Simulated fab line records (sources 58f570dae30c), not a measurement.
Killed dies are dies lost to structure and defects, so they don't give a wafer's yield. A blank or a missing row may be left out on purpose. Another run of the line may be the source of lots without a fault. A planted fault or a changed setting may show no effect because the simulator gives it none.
Split-lot study	flow berkeley-cmos170	on a route of 331 steps: 5 lots, 23 wafers read

== THE SPLIT ITSELF ==
At UCB170_V2_ETCH_14 (etches SiO2 in CHF3/CF4/Ar, stops on Al, target depth 1250 nm, time 291 s), the setting time-s was moved away from the recipe's 291 s on 8 of the 23 wafers read, by -11.1% to +8.9%. All remaining wafers had this setting at the recipe value.

The split's own step is where the reading is taken.

== THE READING ==
KrF_of_V2_COAT_07.thk-nm (the simulator's own value, which no gauge read), in nm, at UCB170_V2_ETCH_14 (etches SiO2 in CHF3/CF4/Ar, stops on Al, target depth 1250 nm, time 291 s). There is no usual value for it anywhere in the file. Average 610.7 nm, standard deviation 2.1 nm, over the 15 wafers here run with the recipe.

wafer	tool, chamber at the split	time-s as run, s	against the recipe	KrF_of_V2_COAT_07.thk-nm, nm	against lot-mates on the recipe
L075.1	rie-diel-01, 0	291	recipe	613.4	-
L075.2	rie-diel-01, 3	258.8	-11.1%	639.6	+28.3
L075.3	rie-diel-01, 2	291	recipe	609.9	-
L075.4	rie-diel-01, 1	291	recipe	610.6	-
L075.5	rie-diel-01, 1	258.8	-11.1%	644	+32.7
L084.1	rie-diel-04, 1	291	recipe	608.9	-
L084.3	rie-diel-04, 0	291	recipe	609.5	-
L084.4	rie-diel-04, 2	291	recipe	607.3	-
L084.5	rie-diel-04, 1	291	recipe	611.1	-
L084.6	rie-diel-04, 0	291	recipe	609.3	-
L083.1	rie-diel-03, 0	265.4	-8.8%	637.7	+27.7
L083.2	rie-diel-03, 2	291	recipe	610.4	-
L083.3	rie-diel-03, 1	291	recipe	609.6	-
L083.4	rie-diel-03, 3	265.4	-8.8%	632.7	+22.7
L083.6	rie-diel-03, 1	265.4	-8.8%	630.5	+20.5
L080.1	rie-diel-04, 0	316.8	+8.9%	585	-26.7
L080.2	rie-diel-04, 1	316.8	+8.9%	584.8	-26.9
L080.4	rie-diel-04, 2	316.8	+8.9%	587.4	-24.3
L080.5	rie-diel-04, 3	291	recipe	611.5	-
L080.6	rie-diel-04, 2	291	recipe	611.9	-
L081.3	rie-diel-03, 0	291	recipe	613.9	-
L081.5	rie-diel-03, 1	291	recipe	608.2	-
L081.6	rie-diel-03, 2	291	recipe	615.1	-

FIT RESULTS
A straight line over all 23 wafers: KrF_of_V2_COAT_07.thk-nm changes by -2.75 nm for each +1% of time-s; r = -0.99; the points scatter about the line by 2.3 nm.
The same after taking each lot's own level away (the mean of its wafers on the recipe; 23 wafers): -2.8 nm for each +1%; r = -0.99; scatter 2 nm.
The reading moves by 31 nm for the largest change in time-s, on that fit.
The lots' own levels span 609.22 to 612.40 nm, that is 1.5 times the standard deviation above.
Hence the lot-to-lot level has little effect on the slope; both slopes agree.
Check: +31.2 nm against its lot-mates is what the line predicts for one of the wafers moved furthest among these (-11.1%) when that wafer is left out of the fit. It came out at +28.3 nm against them.

== THE WHOLE CHAIN: every reading that the file lists as answering this split, in the file's order ==
step	what it does	reading	change (the file's fit)	r (the file's)
UCB170_V2_ETCH_14	etches SiO2 in CHF3/CF4/Ar, stops on Al, target depth 1250 nm, time 291 s	KrF_of_V2_COAT_07.thk-nm (the simulator's own value, which no gauge read)	-2.79 nm for each +1% of the setting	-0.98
UCB170_V2_STRIP_15	strips in O2	strip-time-to-endpoint-s	withheld for each +1% of the setting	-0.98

== THE FILE'S OWN FIT ==
KrF_of_V2_COAT_07.thk-nm changes by -2.79 nm for each +1% of time-s, r = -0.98.
